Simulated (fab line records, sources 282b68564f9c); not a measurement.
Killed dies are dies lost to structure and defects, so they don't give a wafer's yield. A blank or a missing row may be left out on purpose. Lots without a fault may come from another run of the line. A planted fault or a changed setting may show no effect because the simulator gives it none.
fab line records | flow rit_cmos
record lots=6 wafers=18 last_day=7
route steps=202 shown GATE@89 REOX@98 NLDD@103 PLDD@114 SPACER@125 M1@202
lots that met no fault: from a run of the same line without faults
start_h: hours from the record's first day to the start of the lot's first wafer shown | wait_h: hours since the lot's step before | " the same as in the row above | L1.1+2: a row that stands for several wafers | - no value, or no start given | * or withheld: withheld | < > ~ a bound
route shown NAME@n: a module of which the file shows steps, and the number in the route of the first | usual: mean/standard deviation of fault-free wafers | same: alike in all rows | chamber/n: place in a boat | sites: the reading at each site | _std_site: their standard deviation | _edge_site: outer sites' mean less inner sites' | radius_mm: how far each site lies from the wafer's centre | mask NAME#n: copy n | behind: the tool/chamber that last shaped the wafer | hold: why the lot was held/for how many hours/how that ended | device: the transistor (n, p or np) that didn't switch | end of line: the same wafers' tests at the end of the route | a step without rows: its recipe alone | killed: dies lost to structure and defects at the first sort, not the wafer's yield | map: a wafer's dies, x killed, . not, _ none there
set.NAME: the setting as run; set.NAME@STEP: as run at that earlier step | model.NAME: the simulator's own value behind a step, which no gauge read
lots at some steps of the route; a table a step, a row a wafer
services: from which hour (start_h, from the record's first day; less than 0 if before it) a tool's chamber was out of use, for how many hours, and why
## steps
# step RIT_GATE_EXPOSE_13
# recipe mask_id=M6 na=0.6 source_shape=conventional sigma_outer=0.6 target_cd_nm=150 dose_mj=380
# step RIT_GATE_PEB_14
# recipe resist=NOVOLAK temp_c=withheld time_s=withheld
# step RIT_GATE_DEVELOP_15
# recipe resist=NOVOLAK develop_time_s=50 dev_temp_c=23
# step RIT_GATE_CD_MEAS_16
# recipe target_cd_nm=150
# usual cd_nm=149.6/2.5
# columns lot.wafer tool chamber start_h wait_h cd_nm
L701.2 cd_sem-01 - 45.81 - 154.5
L701.4 " - " " 153.9
L701.5 " - " " 154.1
L706.2 cd_sem-02 - 62.61 - 151.2
L706.4 " - " " 153.1
L706.5 " - " " 150.4
L707.2 cd_sem-02 - 71.66 - 148.0
L707.4 " - " " 149.6
L707.6 " - " " 147.9
L708.1 cd_sem-01 - 75.24 - 149.3
L708.2 " - " " 149.4
L708.3 " - " " 150.7
L722.1 cd_sem-02 - 143.23 - 151.2
L722.5 " - " " 151.7
L722.6 " - " " 153.2
L724.2 cd_sem-02 - 156.19 - 152.5
L724.3 " - " " 151.5
L724.5 " - " " 153.1
# step RIT_GATE_OVL_MEAS_17
# usual GATE_OVL=0.6/1.5
# columns lot.wafer tool chamber start_h wait_h GATE_OVL[nm]
L701.2 overlay-02 - 45.92 0.1 1.7
L701.4 " - " " 2.0
L701.5 " - " " 2.3
L706.2 overlay-01 - 62.71 0.1 1.4
L706.4 " - " " 0.5
L706.5 " - " " 2.3
L707.2 overlay-02 - 71.76 0.1 1.1
L707.4 " - " " 0.6
L707.6 " - " " 0.4
L708.1 overlay-01 - 75.36 0.1 1.4
L708.2 " - " " 2.7
L708.3 " - " " 4.3
L722.1 overlay-02 - 143.35 0.1 1.2
L722.5 " - " " -0.7
L722.6 " - " " 1.6
L724.2 overlay-02 - 156.29 0.1 0.9
L724.3 " - " " 0.1
L724.5 " - " " 1.0
# step RIT_GATE_HARDBAKE_18
# recipe resist=NOVOLAK temp_c=140 time_s=60
# step RIT_GATE_ETCH_19
# recipe chemistry=SF6/CHF3/O2 time_s=168.1 SF6_flow_sccm=30 CHF3_flow_sccm=30 O2_flow_sccm=5 target=poly-Si pressure_mtorr=40 rf_w=160 target_depth_a=3125 over_etch_frac=0.25 stop_on=SiO2
# usual O2_flow_sccm=4.998/0.015 drypump_motor_current_A=5.7/0.42 oes_product_au=0.841/0.012 throttle_valve_pct=10.24/0.15
# columns lot.wafer tool chamber start_h wait_h O2_flow_sccm drypump_motor_current_A oes_product_au rf_hours_counter_h throttle_valve_pct
L701.2 rie_si-02 3 46.10 0.1 4.984 5.8 0.843 118 10.02
L701.4 " 2 " " 5.002 6.1 0.844 68 10.18
L701.5 " 2 " " 5.003 6.1 0.851 - 10.17
L706.2 rie_si-01 3 63.14 0.1 5.002 5.1 0.835 40 10.29
L706.4 " 1 " " 4.983 6.3 0.840 - 10.18
L706.5 " 1 " " 4.985 6.3 0.822 - 10.18
L707.2 rie_si-02 3 71.94 0.1 4.998 5.8 0.829 118 10.03
L707.4 " 2 " " 4.959 6.1 0.842 68 10.17
L707.6 " 2 " " 4.959 6.1 0.843 - 10.17
L708.1 rie_si-01 1 75.55 0.1 5.002 6.2 0.838 24 10.17
L708.2 " 3 " " 4.990 5.1 0.842 41 10.29
L708.3 " 0 " " 4.992 5.7 0.862 99 10.11
L722.1 rie_si-02 0 143.54 0.1 5.007 5.1 0.840 110 10.40
L722.5 " 1 " " 4.974 5.4 0.844 - 10.47
L722.6 " 2 " " 4.990 6.1 0.865 - 10.19
L724.2 rie_si-02 3 156.47 0.1 4.983 5.9 0.847 119 10.03
L724.3 " 2 " " 5.007 6.1 0.859 69 10.16
L724.5 " 2 " " 5.036 6.1 0.852 - 10.16
# step RIT_GATE_STRIP_20
# recipe chemistry=O2 time_s=180 resist=NOVOLAK platen_temp_c=withheld power_w=500 pressure_mtorr=4000 o2_flow_sccm=4000
# usual drypump_motor_current_A=5.4/0.38
# columns lot.wafer tool chamber start_h wait_h drypump_motor_current_A rf_hours_counter_h
L701.2 plasma_asher-04 0 46.21 0.1 5.7 26
L701.4 " 1 " " 5.2 -
L701.5 " 1 " " 5.2 -
L706.2 plasma_asher-04 0 63.30 0.1 5.8 29
L706.4 " 0 " " 5.8 -
L706.5 " 0 " " 5.8 -
L707.2 plasma_asher-02 0 72.05 0.1 5.3 41
L707.4 " 1 " " 6.1 -
L707.6 " 1 " " 6.1 -
L708.1 plasma_asher-02 0 75.66 0.1 5.3 42
L708.2 " 1 " " 6.1 42
L708.3 " 1 " " 6.1 -
L722.1 plasma_asher-01 1 143.65 0.1 5.4 50
L722.5 " 1 " " 5.4 -
L722.6 " 0 " " 4.9 -
L724.2 plasma_asher-04 1 156.58 0.1 5.2 40
L724.3 " 1 " " 5.2 -
L724.5 " 1 " " 5.2 -
# step RIT_GATE_CD_MEAS_90
# recipe target_cd_nm=150
# usual cd_nm=149.6/2.6
# columns lot.wafer tool chamber start_h wait_h cd_nm
L701.2 cd_sem-02 - 46.40 0.1 154.2
L701.4 " - " " 154.0
L701.5 " - " " 154.5
L706.2 cd_sem-02 - 63.49 0.1 151.6
L706.4 " - " " 152.7
L706.5 " - " " 150.5
L707.2 cd_sem-01 - 72.25 0.1 148.0
L707.4 " - " " 149.4
L707.6 " - " " 148.1
L708.1 cd_sem-02 - 75.83 0.1 149.5
L708.2 " - " " 149.2
L708.3 " - " " 150.9
L722.1 cd_sem-02 - 143.82 0.1 151.0
L722.5 " - " " 152.0
L722.6 " - " " 153.3
L724.2 cd_sem-02 - 156.77 0.1 152.4
L724.3 " - " " 151.5
L724.5 " - " " 152.9
# step RIT_REOX_CLEAN_00
# recipe chemistry=SC1 mix=3:3:50 time_s=600 temp_c=75
# step RIT_REOX_CLEAN_01
# recipe chemistry=dHF dilution=50:1 time_s=30
# step RIT_REOX_CLEAN_02
# recipe chemistry=SC2 mix=3:3:50 time_s=580.9 temp_c=75 dry=n2_spin
# step RIT_REOX_OXIDATION_03
# recipe temp_c=900 ambient=O2 target_thk_a=252 ox_time_s=5580
# usual spike_tc_centre_C=903.0/1.2 spike_tc_load_C=923/3.8 spike_tc_source_C=923.7/2.9 tube_center_temp_C=899.99/0.082 tube_center_temp_C_max=902.3/0.36 zone_power_source_pct=26.6/0.57
# columns lot.wafer tool chamber start_h wait_h spike_tc_centre_C spike_tc_load_C spike_tc_source_C tube_center_temp_C tube_center_temp_C_max zone_power_source_pct model.SiO2_of_REOX_OXIDATION_03.thk_nm
L701.2 furnace-03 0 48.15 1.3 902.3 928 919.3 899.86 902.6 26.1 24.74
L701.4 " 0 " " 902.3 926 921.2 899.9 902.4 25.8 24.39
L701.5 " 0 " " 902.9 926 920.2 899.93 901.9 26.4 24.56
L706.2 furnace-01 0 63.96 0.0 900.9 919 927.2 899.96 902.7 27.1 24.46
L706.4 " 0 " " 901.4 920 927.5 900.02 902.7 27.3 24.91
L706.5 " 0 " " 901.7 918 924.8 900 902.7 26.6 24.68
L707.2 furnace-01 0 72.73 0.0 925.3 940 946.8 920.03 922.1 29.0 30.45
L707.4 " 0 " " 922.2 938 946.9 919.89 921.8 28.8 30.48
L707.6 " 0 " " 922.4 939 945.9 919.89 922.5 28.6 30.8
L708.1 furnace-01 0 78.58 2.2 923.6 940 945.9 920 922.6 29.1 30.79
L708.2 " 0 " " 922.2 939 948.5 919.96 922.2 28.5 30.75
L708.3 " 0 " " 921.6 940 948.2 920.07 922.7 28.5 30.52
L722.1 furnace-03 0 144.84 0.5 902.9 927 920.1 899.93 902.3 26.0 24.17
L722.5 " 0 " " 904.0 927 920.0 899.87 902.0 26.4 24.07
L722.6 " 0 " " 902.4 924 921.6 900.06 902.0 26.1 24.37
L724.2 furnace-03 0 157.58 0.3 903.8 927 919.5 899.98 902.7 26.3 24.46
L724.3 " 0 " " 903.8 927 918.9 899.98 901.9 26.2 24.18
L724.5 " 0 " " 903.1 928 920.5 900.18 902.4 26.5 24.96
# step RIT_REOX_THK_MEAS_04
# recipe reads=SiO2_of_REOX_OXIDATION_03
# usual REOX_OXIDE_THK=24.7/0.39
# columns lot.wafer tool chamber start_h wait_h REOX_OXIDE_THK[nm]
L701.2 film_metro-01 - 50.71 0.0 24.7
L701.4 " - " " 24.4
L701.5 " - " " 24.6
L706.2 film_metro-01 - 66.52 0.0 24.5
L706.4 " - " " 24.9
L706.5 " - " " 24.7
L707.2 film_metro-01 - 75.29 0.0 30.4
L707.4 " - " " 30.4
L707.6 " - " " 30.8
L708.1 film_metro-02 - 81.13 0.0 30.8
L708.2 " - " " 30.7
L708.3 " - " " 30.6
L722.1 film_metro-01 - 147.39 0.0 24.2
L722.5 " - " " 24.1
L722.6 " - " " 24.3
L724.2 film_metro-02 - 160.14 0.0 24.5
L724.3 " - " " 24.2
L724.5 " - " " 25.0
# step RIT_NLDD_HMDS_00
# recipe prime_time_s=60 prime_temp_c=140
# step RIT_NLDD_COAT_01
# recipe resist=NOVOLAK spin_rpm=3250 resist_thk_nm=1000
# step RIT_NLDD_SOFTBAKE_02
# recipe resist=NOVOLAK temp_c=90 time_s=60
# step RIT_NLDD_EXPOSE_03
# recipe mask_id=M7 na=0.57 target_cd_nm=40700 dose_mj=250
# step RIT_NLDD_PEB_04
# recipe resist=NOVOLAK temp_c=withheld time_s=withheld
# step RIT_NLDD_DEVELOP_05
# recipe resist=NOVOLAK develop_time_s=50 dev_temp_c=23
# step RIT_NLDD_OVL_MEAS_06
# usual NLDD_OVL=0.5/1.4
# columns lot.wafer tool chamber start_h wait_h NLDD_OVL[nm]
L701.2 overlay-02 - 51.66 - -0.1
L701.4 " - " " -0.1
L701.5 " - " " 1.7
L706.2 overlay-01 - 67.55 - -0.7
L706.4 " - " " -2.1
L706.5 " - " " -2.0
L707.2 overlay-01 - 76.19 - -1.1
L707.4 " - " " -0.8
L707.6 " - " " 0.2
L708.1 overlay-02 - 82.04 - 1.9
L708.2 " - " " 0.2
L708.3 " - " " 1.2
L722.1 overlay-01 - 148.49 - 2.4
L722.5 " - " " 0.5
L722.6 " - " " 2.5
L724.2 overlay-02 - 161.05 - 1.9
L724.3 " - " " -0.8
L724.5 " - " " -0.1
# step RIT_NLDD_HARDBAKE_07
# recipe resist=NOVOLAK temp_c=140 time_s=60
# step RIT_NLDD_IMPLANT_08
# recipe species=P energy_kev=20 dose_cm2=5e+14 tilt_deg=7
# step RIT_NLDD_STRIP_09
# recipe chemistry=O2 time_s=180 resist=NOVOLAK platen_temp_c=withheld power_w=500 pressure_mtorr=4000 o2_flow_sccm=4000
# usual drypump_motor_current_A=5.6/0.33
# columns lot.wafer tool chamber start_h wait_h drypump_motor_current_A rf_hours_counter_h
L701.2 plasma_asher-03 0 51.99 0.1 5.5 40
L701.4 " 1 " " 6.0 -
L701.5 " 0 " " 5.5 -
L706.2 plasma_asher-03 0 67.88 0.1 5.5 41
L706.4 " 0 " " 5.4 -
L706.5 " 0 " " 5.5 -
L707.2 plasma_asher-04 0 76.52 0.1 5.8 30
L707.4 " 1 " " 5.2 -
L707.6 " 1 " " 5.2 -
L708.1 plasma_asher-04 0 82.37 0.1 5.8 31
L708.2 " 1 " " 5.2 31
L708.3 " 1 " " 5.2 -
L722.1 plasma_asher-04 0 148.92 0.1 5.7 39
L722.5 " 1 " " 5.2 -
L722.6 " 0 " " 5.7 -
L724.2 plasma_asher-02 0 161.38 0.1 5.3 5
L724.3 " 1 " " 6.1 -
L724.5 " 0 " " 5.3 -
# step RIT_NLDD_TW_MEAS_10
# usual NLDD_TW=2502/27
# columns lot.wafer tool chamber start_h wait_h NLDD_TW
L701.2 film_metro-03 - 52.18 0.1 2528
L701.4 " - " " 2512
L701.5 " - " " 2522
L706.2 film_metro-03 - 68.07 0.1 2507
L706.4 " - " " 2535
L706.5 " - " " 2513
L707.2 film_metro-04 - 76.71 0.1 2498
L707.4 " - " " 2503
L707.6 " - " " 2515
L708.1 film_metro-04 - 82.55 0.1 2523
L708.2 " - " " 2520
L708.3 " - " " 2496
L722.1 film_metro-03 - 149.09 0.1 2523
L722.5 " - " " 2527
L722.6 " - " " 2516
L724.2 film_metro-03 - 161.57 0.1 2526
L724.3 " - " " 2519
L724.5 " - " " 2529
# step RIT_PLDD_HMDS_00
# recipe prime_time_s=60 prime_temp_c=140
# step RIT_PLDD_COAT_01
# recipe resist=NOVOLAK spin_rpm=3250 resist_thk_nm=1000
# step RIT_PLDD_SOFTBAKE_02
# recipe resist=NOVOLAK temp_c=90 time_s=60
# step RIT_PLDD_EXPOSE_03
# recipe mask_id=M8 na=0.57 target_cd_nm=40900 dose_mj=250
# step RIT_PLDD_PEB_04
# recipe resist=NOVOLAK temp_c=withheld time_s=withheld
# step RIT_PLDD_DEVELOP_05
# recipe resist=NOVOLAK develop_time_s=50 dev_temp_c=23
# step RIT_PLDD_OVL_MEAS_06
# usual PLDD_OVL=-0.8/1.3
# columns lot.wafer tool chamber start_h wait_h PLDD_OVL[nm]
L701.2 overlay-02 - 53.09 - -0.5
L701.4 " - " " -1.1
L701.5 " - " " 0.5
L706.2 overlay-02 - 69.10 - 0.2
L706.4 " - " " 0.4
L706.5 " - " " 0.1
L707.2 overlay-01 - 77.61 - -1.1
L707.4 " - " " -0.9
L707.6 " - " " 0.6
L708.1 overlay-02 - 83.54 - 2.0
L708.2 " - " " -0.5
L708.3 " - " " 1.6
L722.1 overlay-01 - 150.13 - -2.1
L722.5 " - " " -1.9
L722.6 " - " " -1.7
L724.2 overlay-01 - 162.60 - -0.7
L724.3 " - " " -2.0
L724.5 " - " " -0.6
# step RIT_PLDD_HARDBAKE_07
# recipe resist=NOVOLAK temp_c=140 time_s=60
# step RIT_PLDD_IMPLANT_08
# recipe species=BF2 energy_kev=19.88 dose_cm2=9e+14 tilt_deg=7
# step RIT_PLDD_STRIP_09
# recipe chemistry=O2 time_s=180 resist=NOVOLAK platen_temp_c=withheld power_w=500 pressure_mtorr=4000 o2_flow_sccm=4000
# usual drypump_motor_current_A=5.4/0.35
# columns lot.wafer tool chamber start_h wait_h drypump_motor_current_A rf_hours_counter_h
L701.2 plasma_asher-04 0 53.42 0.1 5.7 27
L701.4 " 1 " " 5.2 -
L701.5 " 1 " " 5.2 -
L706.2 plasma_asher-03 1 69.80 0.2 5.9 42
L706.4 " 1 " " 6.0 -
L706.5 " 1 " " 6.0 -
L707.2 plasma_asher-04 1 78.09 0.2 5.2 30
L707.4 " 0 " " 5.7 -
L707.6 " 0 " " 5.8 -
L708.1 plasma_asher-04 1 83.87 0.1 5.2 31
L708.2 " 0 " " 5.7 31
L708.3 " 0 " " 5.7 -
L722.1 plasma_asher-01 1 150.47 0.1 5.4 51
L722.5 " 1 " " 5.4 -
L722.6 " 0 " " 4.9 -
L724.2 plasma_asher-03 0 162.93 0.1 5.4 52
L724.3 " 1 " " 6.0 -
L724.5 " 0 " " 5.5 -
# step RIT_PLDD_TW_MEAS_10
# usual PLDD_TW=2348/28
# columns lot.wafer tool chamber start_h wait_h PLDD_TW
L701.2 film_metro-04 - 53.60 0.1 2374
L701.4 " - " " 2359
L701.5 " - " " 2377
L706.2 film_metro-02 - 69.98 0.1 2308
L706.4 " - " " 2309
L706.5 " - " " 2304
L707.2 film_metro-03 - 78.28 0.1 2359
L707.4 " - " " 2365
L707.6 " - " " 2358
L708.1 film_metro-04 - 84.05 0.1 2371
L708.2 " - " " 2352
L708.3 " - " " 2361
L722.1 film_metro-03 - 150.64 0.1 2389
L722.5 " - " " 2371
L722.6 " - " " 2361
L724.2 film_metro-03 - 163.11 0.1 2375
L724.3 " - " " 2378
L724.5 " - " " 2371
# step RIT_SPACER_CLEAN_00
# recipe chemistry=SC1 mix=3:3:50 time_s=600 temp_c=75
# columns lot.wafer tool chamber start_h wait_h model.SiO2_of_REOX_OXIDATION_03.thk_nm
L701.2 wet_bench-04 1 53.65 0.0 22.84
L701.4 " 1 " " 22.52
L701.5 " 1 " " 22.67
L706.2 wet_bench-03 0 70.03 0.0 22.58
L706.4 " 0 " " 22.99
L706.5 " 0 " " 22.79
L707.2 wet_bench-01 2 78.33 0.0 28.07
L707.4 " 2 " " 28.11
L707.6 " 2 " " 28.41
L708.1 wet_bench-01 0 84.11 0.1 28.41
L708.2 " 0 " " 28.39
L708.3 " 0 " " 28.17
L722.1 wet_bench-04 0 150.70 0.1 22.34
L722.5 " 0 " " 22.25
L722.6 " 0 " " 22.53
L724.2 wet_bench-04 3 163.16 0.0 22.55
L724.3 " 3 " " 22.31
L724.5 " 3 " " 23.02
# step RIT_SPACER_CLEAN_01
# recipe chemistry=dHF dilution=50:1 time_s=30
# step RIT_M1_PROBE_99
# usual killed_at_front_end=7/3.3 killed_dies=7/3.3 killed_open=3.5/2 killed_short=3.8/2.2
# same gross_dies=264 killed_at_M0_to_M3=0 killed_at_M4_up=0 killed_at_back_side=0 killed_at_contacts=0 killed_at_other=0
# columns lot.wafer tool chamber start_h wait_h killed_at_front_end killed_dies killed_open killed_short model.etest.pmos_turned.r_on_ohm_um model.etest.pmos_0p3.r_on_ohm_um model.etest.pmos_0p15.r_on_ohm_um model.etest.pldd.rs_ohm_sq model.etest.nmos_0p15.r_on_ohm_um model.etest.nmos_0p3.r_on_ohm_um model.etest.pldd.line_ohm_um model.etest.nldd.rs_ohm_sq
L701.2 prober-01 - 67.94 0.1 0 0 0 0 3442 6356 2830 476.6 1166 2166 151 369.5
L701.4 prober-01 - 68.04 0.2 4 4 2 2 3407 6216 2770 461.3 1143 2169 145.3 363.8
L701.5 prober-01 - 68.09 0.2 4 4 4 0 3394 6148 2777 474.9 1142 2127 147.3 365.6
L706.2 prober-01 - 83.56 0.1 6 6 4 2 3435 6303 2814 490.6 1121 2142 150.9 364.8
L706.4 prober-01 - 83.66 0.2 6 6 3 3 3473 6288 2823 506 1125 2123 161.3 370.4
L706.5 prober-01 - 83.71 0.2 8 8 2 6 3374 6229 2740 497 1091 2091 156.9 368.6
L707.2 prober-02 - 91.72 0.1 11 11 6 5 5271 6911 3487 1006 1364 2358 317.2 560.2
L707.4 prober-02 - 91.82 0.2 10 10 5 5 5407 7016 3559 1025 1407 2392 319.4 562
L707.6 prober-02 - 91.92 0.2 8 8 3 5 5745 7175 3634 1060 1411 2441 331.8 571.1
L708.1 prober-01 - 97.88 0.1 4 4 2 2 5591 7168 3652 1061 1342 2380 335.7 523.4
L708.2 prober-01 - 97.93 0.1 3 3 1 2 5606 7238 3688 1048 1392 2426 329.4 525.9
L708.3 prober-01 - 97.98 0.2 6 6 2 4 5393 6952 3556 1018 1347 2371 321.5 514.8
L722.1 prober-01 - 164.17 0.1 7 7 2 5 3324 6160 2700 468 1105 2115 146.9 361.4
L722.5 prober-01 - 164.37 0.2 10 10 4 6 3366 6252 2740 464.3 1117 2113 145.1 360.6
L722.6 prober-01 - 164.42 0.2 9 9 4 5 3436 6231 2757 477.5 1110 2119 149.1 367.9
L724.2 prober-01 - 178.77 0.1 6 6 4 2 3338 6171 2722 477.6 1070 2092 148.9 352.5
L724.3 prober-01 - 178.82 0.2 4 4 2 2 3314 6214 2722 467.3 1076 2136 145.2 346
L724.5 prober-01 - 178.92 0.2 8 8 3 5 3467 6270 2802 504.5 1087 2128 156.9 356.6
# killed by level:class
L701.4 FOX2:geometric_particle:open=1 GATE:geometric_particle:short=1 SPACER:geometric_particle:short=1 SPACER:geometric_particle:open=1
L701.5 ACTIVE:geometric_particle:open=1 GATE:geometric_particle:open=1 SPACER:geometric_particle:open=1 SILICIDE:geometric_particle:open=1
L706.2 REOX:geometric_particle:open=2 FOX2:geometric_particle:short=1 GATE:geometric_particle:open=1 SPACER:geometric_particle:short=1 SILICIDE:geometric_particle:open=1
L706.4 SPACER:geometric_particle:open=2 FOX2:geometric_particle:short=1 GATE:geometric_particle:short=1 REOX:geometric_particle:open=1 SPACER:geometric_particle:short=1
L706.5 SILICIDE:geometric_particle:short=4 GATE:geometric_particle:short=1 REOX:geometric_particle:open=1 SPACER:geometric_particle:short=1 SILICIDE:geometric_particle:open=1
L707.2 GATE:geometric_particle:open=3 GATE:geometric_particle:short=2 REOX:geometric_particle:open=2 FOX1:geometric_particle:short=1 SILICIDE:geometric_particle:open=1 REOX:geometric_particle:short=1 SILICIDE:geometric_particle:short=1
L707.4 GATE:geometric_particle:open=3 GATE:geometric_particle:short=3 REOX:geometric_particle:open=1 REOX:geometric_particle:short=1 SPACER:geometric_particle:open=1 SILICIDE:geometric_particle:short=1
L707.6 GATE:geometric_particle:short=3 FOX2:geometric_particle:open=1 FOX2:geometric_particle:short=1 GATE:geometric_particle:open=1 REOX:geometric_particle:open=1 SILICIDE:geometric_particle:short=1
L708.1 FOX1:geometric_particle:short=1 GATE:geometric_particle:open=1 SPACER:geometric_particle:open=1 SPACER:geometric_particle:short=1
L708.2 FOX1:geometric_particle:short=1 GATE:geometric_particle:open=1 REOX:geometric_particle:short=1
L708.3 FOX1:geometric_particle:short=1 FOX2:geometric_particle:short=1 GATE:geometric_particle:open=1 REOX:geometric_particle:open=1 SPACER:geometric_particle:short=1 SILICIDE:geometric_particle:short=1
L722.1 GATE:geometric_particle:short=3 GATE:geometric_particle:open=2 ACTIVE:geometric_particle:short=1 FOX1:geometric_particle:short=1
L722.5 REOX:geometric_particle:short=3 ACTIVE:geometric_particle:open=1 FOX1:geometric_particle:short=1 GATE:geometric_particle:short=1 REOX:geometric_particle:open=1 SPACER:geometric_particle:open=1 SILICIDE:geometric_particle:open=1 SILICIDE:geometric_particle:short=1
L722.6 GATE:geometric_particle:open=2 SPACER:geometric_particle:short=2 SPACER:geometric_particle:open=2 FOX1:geometric_particle:short=1 GATE:geometric_particle:short=1 REOX:geometric_particle:short=1
L724.2 FOX1:geometric_particle:short=1 FOX1:geometric_particle:open=1 FOX2:geometric_particle:open=1 GATE:geometric_particle:short=1 GATE:geometric_particle:open=1 REOX:geometric_particle:open=1
L724.3 GATE:geometric_particle:open=2 GATE:geometric_particle:short=1 SPACER:geometric_particle:short=1
L724.5 GATE:geometric_particle:short=4 FOX1:geometric_particle:short=1 FOX1:geometric_particle:open=1 GATE:geometric_particle:open=1 SPACER:geometric_particle:open=1
## services
# columns tool chamber start_h hours kind
rie_si-01 1 32.45 21.4 repair
plasma_asher-03 - 45.49 2.8 repair
furnace-03 - 50.70 3.2 pm
rie_si-01 2 57.26 - clean
rie_si-01 2 57.26 23.1 scheduled_down
rie_si-01 2 57.26 23.1 vent_cycle
rie_si-01 0 59.27 6.9 repair
rie_si-02 - 62.73 0.3 repair
plasma_asher-03 - 78.11 4.9 repair
plasma_asher-02 - 108.75 9.0 pm
plasma_asher-02 0 108.75 9.0 vent_cycle
plasma_asher-02 1 108.75 9.0 vent_cycle
plasma_asher-02 0 117.75 - clean
plasma_asher-02 1 117.75 - clean
rie_si-01 2 130.34 5.8 repair
rie_si-01 - 141.44 2.7 repair
rie_si-02 1 155.34 23.4 repair
furnace-01 - 158.09 3.9 pm
## key
first_sign step=RIT_REOX_OXIDATION_03 reading=tube_center_temp_C direction=up sigmas=99+ usual=* struck=*
effect step=RIT_REOX_OXIDATION_03 reading=tube_center_temp_C_max direction=up sigmas=55 usual=* struck=*
effect step=RIT_REOX_THK_MEAS_04 reading=REOX_OXIDE_THK direction=up sigmas=15 usual=24.7 struck=30.6
model_effect step=RIT_REOX_OXIDATION_03 value=SiO2_of_REOX_OXIDATION_03.thk_nm without=24.99 struck=30.63
model_effect step=RIT_SPACER_CLEAN_00 value=SiO2_of_REOX_OXIDATION_03.thk_nm without=23.06 struck=28.26
model_effect step=RIT_M1_PROBE_99 value=etest.pmos_turned.r_on_ohm_um without=3395 struck=5502
met_at RIT_REOX_OXIDATION_03
struck_wafers L707.2,L707.4,L707.6,L708.1,L708.2,L708.3
tester_left_out L707,L708
onset_between 63.96 72.73
fault kind=process_parameter_drift tool=furnace-01 chamber=- onset_h=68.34 steps=RIT_REOX_OXIDATION_03 channel=temp_c offset=* shape=step end_h=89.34 acts_in=* stated=*
# tester_left_out: of these lots the tester's yield and bins aren't shown, on N5 and GAA mostly nor the transistor test; their killed dies are dies lost to structure and defects alone, not to doping, threshold or leakage, so they don't give the yield
